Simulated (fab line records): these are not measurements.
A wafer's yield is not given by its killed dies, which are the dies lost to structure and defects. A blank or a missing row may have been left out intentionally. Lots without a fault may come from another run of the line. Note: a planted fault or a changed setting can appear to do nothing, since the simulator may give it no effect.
A struck lot beside a sound one :: flow rit_cmos :: 21 steps out of a route of 202
Sound: wafers L316.2, L316.4, L316.6. Wafers L332.1, L332.2, L332.6 were the ones struck. At the end, the cause is stated.
Per side, at each step with rows, come the tool, then ch with its chambers, and then its first start. Under that, the readings that differ: sound wafers :: struck wafers :: difference of the means :: sigmas: that difference in standard deviations of wafers without a fault.
alike: readings whose means differ by less than 2 such deviations, and words and numbers that are the same on both sides. not compared: withheld readings, readings that some wafer has no value for, bounds like >300 that may hide the same value, and numbers for which the record gives no deviation and whose values overlap.
The two part at a step that has a row with sigmas, a row that says differs or no value, or rows on one side only. Numbers that have no deviation but don't overlap get no sigmas and don't part them. Lack of a reading on every wafer of one side parts them only where that side has two or more wafers.

first, 1 step without rows for these wafers: RIT_SILICIDE_WET_ETCH_00 (etches SiO2 in BOE, target depth 14 nm, time 15 s).
RIT_SILICIDE_SPUTTER_01: material Ti, target thk 30 nm, time 240 s.
  sound on pvd_sputter-04, day 4 15:35; struck on pvd_sputter-03, day 7 22:29
  alike: throttle_valve_pct
RIT_SILICIDE_RS_MEAS_02: uses a four-point probe to measure.
  sound on film_metro-04, day 4 15:45; struck on film_metro-03, day 7 22:38
  alike: SILICIDE_TI_RS
RIT_SILICIDE_THK_MEAS_03: measures by xrf.
  sound on film_metro-04, day 4 15:52; struck on film_metro-03, day 7 22:46
  alike: SILICIDE_TI_THK
RIT_SILICIDE_RTA_04: time 10 s, ramp up 5 s, ramp down 5 s.
  sound on rtp_anneal-01 ch 0, day 4 15:55; struck on rtp_anneal-01 ch 0, day 7 22:49
  alike: anneal_temp_c_max, wafer_temp_C_max
then, 1 step without rows for these wafers: RIT_SILICIDE_WET_ETCH_05 (etches Ti in SPM, time 120 s).
RIT_SILICIDE_RTA_06: time 10 s, ramp up 5 s, ramp down 10 s.
  sound on rtp_anneal-02 ch 0, day 4 16:02; struck on rtp_anneal-02 ch 0, day 7 22:56
  alike: anneal_temp_c_max, wafer_temp_C_max
RIT_CONTACT_CVD_00: deposits SiO2 from TEOS, target thk 400 nm, time 61 s.
  sound on pecvd-01 ch 0,2, day 4 16:05; struck on pecvd-04 ch 0,1,2, day 7 23:00
  alike: heater_power_w, susceptor_temp_C
  not compared: since_wet_clean_h
RIT_CONTACT_THK_MEAS_01:
  sound on film_metro-01, day 4 16:08; struck on film_metro-01, day 7 23:03
  alike: CONTACT_TEOS_THK
then, 3 steps without rows for these wafers: RIT_CONTACT_HMDS_02 (prime time 60 s); RIT_CONTACT_COAT_03 (resist thk 1000 nm); RIT_CONTACT_SOFTBAKE_04 (time 60 s).
RIT_CONTACT_EXPOSE_05: exposes mask M11, target cd 1000 nm.
  sound on iline_stepper-02 ch 0, day 4 16:47; struck on iline_stepper-01 ch 0, day 7 23:34
reading: exposure_dose_mJ_cm2
sound: 250.08 249.81 249.87
struck: 244.38 244.52 244.71
difference: -5.38
sigmas: -22
  alike: mask
then, 2 steps without rows for these wafers: RIT_CONTACT_PEB_06; RIT_CONTACT_DEVELOP_07 (develop time 120 s).
RIT_CONTACT_CD_MEAS_08: target cd 1000 nm.
  sound on cd_sem-02, day 4 17:19; struck on cd_sem-02, day 8 00:12
reading: cd_nm (nm)
sound: 1005.7 1004.0 1004.6
struck: 1033.8 1026.8 1022.2
difference: +22.8
sigmas: +10
RIT_CONTACT_OVL_MEAS_09:
  sound on overlay-02, day 4 17:25; struck on overlay-01, day 8 00:19
  alike: CONTACT_OVL
then, 1 step without rows for these wafers: RIT_CONTACT_HARDBAKE_10 (time 60 s).
RIT_CONTACT_ETCH_11: etches SiO2 in CHF3/CF4/Ar, stops on TiSi2, target depth 480 nm, time 320 s.
  sound on rie_diel-01 ch 0,2,3, day 4 17:35; struck on rie_diel-04 ch 0,3, day 8 00:30
  alike: O2_flow_sccm, drypump_motor_current_A, oes_product_au, throttle_valve_pct
  not compared: rf_hours_counter_h, model.CONTACT.cd_nm
RIT_CONTACT_STRIP_12: strips in O2, time 180 s.
  sound on plasma_asher-03 ch 1, day 4 17:47; struck on plasma_asher-04 ch 0,1, day 8 00:42
  alike: drypump_motor_current_A
  not compared: rf_hours_counter_h
RIT_M1_PROBE_99:
  sound on prober-02, day 4 23:00; struck on prober-02, day 8 05:32
reading: model.etest.contact_to_gate.bv_right_v (V)
sound: 87.27 87.3 87.33
struck: 79.59 82.3 84.92
difference: -5.03
sigmas: 

reading: model.etest.contact_to_gate.bv_left_v (V)
sound: 89.53 90.14 91.31
struck: 79.78 80.87 84.12
difference: -8.74
sigmas: 
  alike: killed_at_M0_to_M3, killed_at_front_end, killed_dies, killed_open, killed_short

WHERE THEY PART
At RIT_CONTACT_EXPOSE_05 first; at RIT_CONTACT_CD_MEAS_08 last (within this record only). Later steps at which nothing parts them and some readings are alike: RIT_CONTACT_OVL_MEAS_09, RIT_CONTACT_ETCH_11, RIT_CONTACT_STRIP_12, RIT_M1_PROBE_99.

WHY: whatever the simulator had introduced
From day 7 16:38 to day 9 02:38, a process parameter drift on iline_stepper-01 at RIT_CONTACT_EXPOSE_05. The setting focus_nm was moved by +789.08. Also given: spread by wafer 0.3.
